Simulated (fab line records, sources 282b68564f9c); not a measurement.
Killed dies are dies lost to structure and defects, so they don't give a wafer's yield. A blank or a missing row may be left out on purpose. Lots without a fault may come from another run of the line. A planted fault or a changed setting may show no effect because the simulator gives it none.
fab line records | flow rit_cmos
record lots=13 wafers=39 last_day=8
route steps=202 shown PSD@151 M1@202
lots that met no fault: from a run of the same line without faults
start_h: hours from the record's first day to the start of the lot's first wafer shown | wait_h: hours since the lot's step before | " the same as in the row above | L1.1+2: a row that stands for several wafers | - no value, or no start given | * or withheld: withheld | < > ~ a bound
route shown NAME@n: a module of which the file shows steps, and the number in the route of the first | usual: mean/standard deviation of fault-free wafers | same: alike in all rows | chamber/n: place in a boat | sites: the reading at each site | _std_site: their standard deviation | _edge_site: outer sites' mean less inner sites' | radius_mm: how far each site lies from the wafer's centre | mask NAME#n: copy n | behind: the tool/chamber that last shaped the wafer | hold: why the lot was held/for how many hours/how that ended | device: the transistor (n, p or np) that didn't switch | end of line: the same wafers' tests at the end of the route | a step without rows: its recipe alone | killed: dies lost to structure and defects at the first sort, not the wafer's yield | map: a wafer's dies, x killed, . not, _ none there
set.NAME: the setting as run; set.NAME@STEP: as run at that earlier step | model.NAME: the simulator's own value behind a step, which no gauge read
steps of the route over a sample of lots; a table a step, a row a wafer
services: from which hour (start_h, from the record's first day; less than 0 if before it) a tool's chamber was out of use, for how many hours, and why
## steps
# step RIT_PSD_STRIP_09
# recipe chemistry=O2 time_s=180 resist=NOVOLAK platen_temp_c=withheld power_w=500 pressure_mtorr=4000 o2_flow_sccm=4000
# usual drypump_motor_current_A=6.3/0.59
# columns lot.wafer tool chamber start_h wait_h drypump_motor_current_A rf_hours_counter_h
L873.3 plasma_asher-02 0 60.02 0.1 6.5 -
L873.5 " 0 " " 6.5 -
L873.6 " 1 " " 6.8 -
L874.1 plasma_asher-02 0 65.61 0.1 6.5 42
L874.3 " 0 " " 6.5 -
L874.6 " 1 " " 6.8 -
L875.1 plasma_asher-02 1 69.46 0.1 6.8 43
L875.2 " 0 " " 6.5 43
L875.5 " 1 " " 6.8 -
L882.3 plasma_asher-02 0 109.68 0.1 6.5 -
L882.5 " 0 " " 6.5 -
L882.6 " 1 " " 6.8 -
L883.1 plasma_asher-02 0 121.07 0.1 6.5 47
L883.3 " 0 " " 6.5 -
L883.4 " 1 " " 6.8 -
L885.1 plasma_asher-04 0 133.55 0.1 6.6 47
L885.3 " 0 " " 6.6 -
L885.5 " 1 " " 5.0 -
L886.1 plasma_asher-04 0 142.94 0.1 6.5 48
L886.3 " 0 " " 6.6 -
L886.6 " 1 " " 5.0 -
L887.3 plasma_asher-04 0 144.48 0.1 6.6 -
L887.4 " 1 " " 5.0 -
L887.6 " 1 " " 5.0 -
L888.1 plasma_asher-04 0 148.55 0.1 6.6 49
L888.3 " 0 " " 6.6 -
L888.5 " 1 " " 5.0 -
L890.2 plasma_asher-04 0 157.81 0.1 6.6 50
L890.3 " 1 " " 5.0 -
L890.5 " 1 " " 5.0 -
L892.2 plasma_asher-01 1 168.95 0.1 5.8 37
L892.4 " 1 " " 5.7 -
L892.5 " 0 " " 6.8 -
L894.2 plasma_asher-01 1 169.34 0.1 5.8 38
L894.3 " 0 " " 6.7 -
L894.4 " 1 " " 5.8 -
L896.3 plasma_asher-01 1 173.89 0.1 5.8 -
L896.4 " 0 " " 6.8 -
L896.6 " 0 " " 6.8 -
# step RIT_M1_PROBE_99
# usual killed_at_contacts=0.1/0.28 killed_at_front_end=7.1/2.8 killed_dies=7.1/2.9 killed_on_rim=1.9/1.5 killed_open=3.4/2 killed_short=3.6/2.1
# same gross_dies=264 killed_at_M0_to_M3=0 killed_at_M4_up=0 killed_at_back_side=0 killed_at_other=0
# columns lot.wafer tool chamber start_h wait_h killed_at_contacts killed_at_front_end killed_dies killed_on_rim killed_open killed_short
L882.3 prober-01 - 118.97 0.2 0 40 40 8 1 6
L882.5 prober-01 - 119.07 0.2 0 44 44 9 1 0
L882.6 prober-01 - 119.12 0.2 0 40 40 2 4 2
L883.1 prober-02 - 129.46 0.1 0 36 36 7 2 1
L883.3 prober-02 - 129.56 0.2 0 35 35 6 2 1
L883.4 prober-02 - 129.61 0.2 0 45 45 2 4 2
L885.1 prober-02 - 141.64 0.1 0 6 6 0 4 2
L885.3 prober-02 - 141.74 0.2 0 13 13 1 6 7
L885.5 prober-02 - 141.84 0.2 0 8 8 2 2 6
# killed by level:class
L882.3 PSD:unspecified=32 FOX2:geometric_particle:short=2 SPACER:geometric_particle:short=2 FOX1:geometric_particle:short=1 GATE:geometric_particle:short=1 SILICIDE:geometric_particle:open=1 NSD:coat_microbubble_printed=1
L882.5 PSD:unspecified=41 NSD:coat_microbubble_printed=2 SPACER:geometric_particle:open=1
L882.6 PSD:unspecified=33 FOX1:geometric_particle:open=2 FOX2:geometric_particle:open=1 REOX:geometric_particle:open=1 REOX:geometric_particle:short=1 SPACER:geometric_particle:short=1 NSD:coat_microbubble_printed=1
L883.1 PSD:unspecified=33 GATE:geometric_particle:open=2 SPACER:geometric_particle:short=1
L883.3 PSD:unspecified=32 GATE:geometric_particle:open=2 SPACER:geometric_particle:short=1
L883.4 PSD:unspecified=39 GATE:geometric_particle:open=2 FOX2:geometric_particle:short=1 REOX:geometric_particle:open=1 SPACER:geometric_particle:open=1 SPACER:geometric_particle:short=1
L885.1 GATE:geometric_particle:open=3 FOX1:geometric_particle:short=2 SPACER:geometric_particle:open=1
L885.3 FOX1:geometric_particle:short=3 GATE:geometric_particle:open=3 GATE:geometric_particle:short=2 REOX:geometric_particle:open=2 FOX1:geometric_particle:open=1 REOX:geometric_particle:short=1 SILICIDE:geometric_particle:short=1
L885.5 FOX1:geometric_particle:short=4 REOX:geometric_particle:short=2 GATE:geometric_particle:open=1 SPACER:geometric_particle:open=1
## services
# columns tool chamber start_h hours kind
plasma_asher-04 - 125.04 1.7 repair
plasma_asher-02 - 126.86 2.8 pm
plasma_asher-01 - 132.82 4.3 pm
## key
first_sign step=RIT_M1_PROBE_99 reading=killed_at_front_end direction=up sigmas=12 usual=7.1 struck=40
effect step=RIT_M1_PROBE_99 reading=killed_dies direction=up sigmas=11 usual=7.1 struck=40
met_at RIT_PSD_STRIP_09
struck_lots L882,L883
tester_left_out L882,L883
onset_between 69.46 109.68
fault kind=chamber_particle_source tool=plasma_asher-02 chamber=- onset_h=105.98 steps=RIT_PSD_STRIP_09 rate_per_visit_cm2=1.3988 end_h=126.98
# tester_left_out: of these lots the tester's yield and bins aren't shown, on N5 and GAA mostly nor the transistor test; their killed dies are dies lost to structure and defects alone, not to doping, threshold or leakage, so they don't give the yield
